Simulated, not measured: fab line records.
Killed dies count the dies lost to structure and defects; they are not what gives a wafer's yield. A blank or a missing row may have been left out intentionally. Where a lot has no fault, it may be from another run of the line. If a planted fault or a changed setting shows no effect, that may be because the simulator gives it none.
Split-lot experiment | flow berkeley-cmos170 | 23 wafers read from 5 lots, route of 331 steps

## THE SPLIT ITSELF
At UCB170_PVT_IMPLANT_07, the setting energy-kev was moved away from the recipe's 30 on 6 of the 23 wafers read, by -5.9% to +3.5%. For the rest of the wafers, this setting stayed at what the recipe calls for.

The reading comes from the split's own step.

## THE READING
The simulator's own value implant.drp-nm, read by no gauge, in nm at UCB170_PVT_IMPLANT_07. No usual value for it is given in the file.

wafer  | tool, chamber at the split | energy-kev as run | against the recipe | implant.drp-nm, nm | against lot-mates on the recipe
L074.1 | implanter-04, 0            | 30                | recipe             | 16.56              | -
L074.2 | implanter-04, 0            | 30                | recipe             | 16.56              | -
L074.3 | implanter-04, 0            | 30                | recipe             | 16.56              | -
L074.5 | implanter-04, 0            | 30                | recipe             | 16.56              | -
L074.6 | implanter-04, 0            | 30                | recipe             | 16.56              | -
L077.3 | implanter-04, 0            | 30                | recipe             | 16.56              | -
L077.4 | implanter-04, 0            | 30                | recipe             | 16.56              | -
L077.6 | implanter-04, 0            | 30                | recipe             | 16.56              | -
L078.1 | implanter-03, 0            | 30                | recipe             | 16.56              | -
L078.2 | implanter-03, 0            | 30                | recipe             | 16.56              | -
L078.3 | implanter-03, 0            | 30                | recipe             | 16.56              | -
L078.4 | implanter-03, 0            | 30                | recipe             | 16.56              | -
L078.5 | implanter-03, 0            | 30                | recipe             | 16.56              | -
L080.1 | implanter-03, 0            | 31.06             | +3.5%              | 17.05              | +0.49
L080.4 | implanter-03, 0            | 31.06             | +3.5%              | 17.05              | +0.49
L080.6 | implanter-03, 0            | 31.06             | +3.5%              | 17.05              | +0.49
L080.2 | implanter-03, 0            | 30                | recipe             | 16.56              | -
L080.5 | implanter-03, 0            | 30                | recipe             | 16.56              | -
L085.1 | implanter-03, 0            | 28.23             | -5.9%              | 15.97              | -0.59
L085.4 | implanter-03, 0            | 28.23             | -5.9%              | 15.97              | -0.59
L085.6 | implanter-03, 0            | 28.23             | -5.9%              | 15.97              | -0.59
L085.2 | implanter-03, 0            | 30                | recipe             | 16.56              | -
L085.3 | implanter-03, 0            | 30                | recipe             | 16.56              | -

FIT RESULTS
A straight line over all 23 wafers: implant.drp-nm changes by +0.111 nm for each +1% of energy-kev; r = +0.99; the points scatter about the line by 0.038 nm.
The same after taking each lot's own level away (the mean of its wafers on the recipe; 23 wafers): +0.111 nm for each +1%; r = +0.99; scatter 0.038 nm.
On that fit, the largest move of energy-kev shifts the reading by 0.66 nm.
The lots' own levels span 16.560 to 16.560 nm.
The two slopes agree, so the slope changes little with the lot-to-lot level.
Check: -0.652 nm against its lot-mates is what the line predicts for one of the wafers moved furthest among these (-5.9%) when that wafer is left out of the fit. It came out at -0.59 nm against them.

## OTHER SPLITS APPLIED TO THESE WAFERS
Before the reading, these wafers also passed through other splits. Each is held against what the fit with the lots' levels taken away leaves over:
other split on the same wafers     | wafers away from the commonest value | r with implant.drp-nm (lot level and that fit taken away)
UCB170_ZERO_STRIP_07 o2-flow-sccm  | 12                                   | -0.09
UCB170_NWELL_IMPLANT_14 energy-kev | 9                                    | +0.60
UCB170_PWELL_COAT_08 spin-rpm      | 10                                   | +0.23
UCB170_PWELL_IMPLANT_15 dose-cm2   | 8                                    | -0.56
UCB170_ACTIVE_OXIDATION_02 temp-c  | 18                                   | +0.36

## THE WHOLE CHAIN: every reading that the file lists as answering this split, in the file's order
step                  | what it does | reading                                                         | change (the file's fit)               | r (the file's)
UCB170_PVT_IMPLANT_07 |              | implant.rp-nm (the simulator's own value, which no gauge read)  | +0.278 nm for each +1% of the setting | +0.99
UCB170_PVT_IMPLANT_07 |              | implant.drp-nm (the simulator's own value, which no gauge read) | +0.111 nm for each +1% of the setting | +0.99

## FILE'S OWN FIT
implant.drp-nm changes by +0.111 nm for each +1% of energy-kev, r = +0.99.
